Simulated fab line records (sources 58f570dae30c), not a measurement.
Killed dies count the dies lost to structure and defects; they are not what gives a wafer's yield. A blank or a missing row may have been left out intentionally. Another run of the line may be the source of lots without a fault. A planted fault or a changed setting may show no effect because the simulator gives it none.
8D (eight disciplines) problem report, filled in by code || flow berkeley cmos170 || the parts of the form that need people (team, actions taken, sign-off) are left out

1. WHAT IS WRONG
run length s at UCB170_M1_METAL_ETCH_12 reads a mean of 149.3 s on 6 wafers of 2 lots; wafers without a fault read 158.4 s with a standard deviation of 0.37. Relative to the usual mean, that is a shift of -25 standard deviations.
The step: etches Al in Cl2/BCl3, stops on PSG, target depth 780 nm, time 130 s.
Earliest sighting: wafer L871.3 on rie metal-01 at day 11 08:54. Wafers with a number at this step in the record: 42, from 14 lots. The rule behind "out" and "out of limits": a value lying over 4 standard deviations away from the usual mean. The rest of the wafers with a number are treated as sound.

2. WHAT IT IS, WHAT IT ISN'T
{"question": "which readings at this step", "is": "run length s, oes product au", "is not": "drypump motor current A, throttle valve pct"}
{"question": "which lots", "is": "L870, L871", "is not": "L856, L857, L858, L859, L861, L863, L872, L873, L874, L876, L878, L879"}
{"question": "which wafers of those lots", "is": "all that have a number", "is not": "-"}
{"question": "read on which tools", "is": "rie metal-01", "is not": "rie metal-02, rie metal-04"}
{"question": "when", "is": "from day 11 08:54", "is not": "up to then (18 sound wafers); but 18 sound wafers of L872, L873, L874, L876, L878, L879 came after"}

3. SUSPECTS, AND WHAT RULES EACH OUT
Counting: a tool at a process step up to the reading stays a suspect if it ran every lot that is out and no sound lot after the first of them.
- rie metal-01 at UCB170_M1_METAL_ETCH_12 (etches Al in Cl2/BCl3, stops on PSG, target depth 780 nm, time 130 s): kept. Every lot that is out went through it, starting with L871 (day 11 08:54), and after that it ran no sound lot; the last sound lot it ran before then is L861 (day 9 13:27). Out on those wafers are its own readings of oes product au, run length s.
Remaining after the count: rie metal-01 at UCB170_M1_METAL_ETCH_12.

4. THE CAUSE (what the simulator had put in)
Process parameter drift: rie metal-01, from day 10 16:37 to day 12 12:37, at UCB170_M1_METAL_ETCH_12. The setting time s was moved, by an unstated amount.
After counting, this tool was the only one left.

5. THE EFFECT CHAIN, in route order
One row per reading whose mean, taken over the struck wafers that have a number, lies over 3 standard deviations from the usual. Scope: only readings with a usual standard deviation given in the record; hours: median across lots of the time from each lot's start at the first step in this table that gives one to its start at this step; sigmas: change in usual standard deviations.
{"hours": 0, "step": "UCB170_M1_METAL_ETCH_12", "reading": "oes product au", "usual": "0.846 a.u.", "on struck wafers": 0.913, "change": "+0.067", "sigmas": "+6.7"}
{"hours": 0, "step": "UCB170_M1_METAL_ETCH_12", "reading": "run length s", "usual": "158.4 s", "on struck wafers": 149.3, "change": -9.1, "sigmas": -25}
Its process steps:
- UCB170_M1_METAL_ETCH_12: etches Al in Cl2/BCl3, stops on PSG, target depth 780 nm, time 130 s.
Later steps that measure or inspect, where all struck wafers having a row at the step show a number for every such reading and not one has moved that far: UCB170_V1_BOW_MEAS_03.

6. HOW IT WOULD HAVE BEEN CAUGHT EARLIER
16 hours passed between the start of the fault at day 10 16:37 and the first reading out of limits in this record, taken at day 11 08:54.
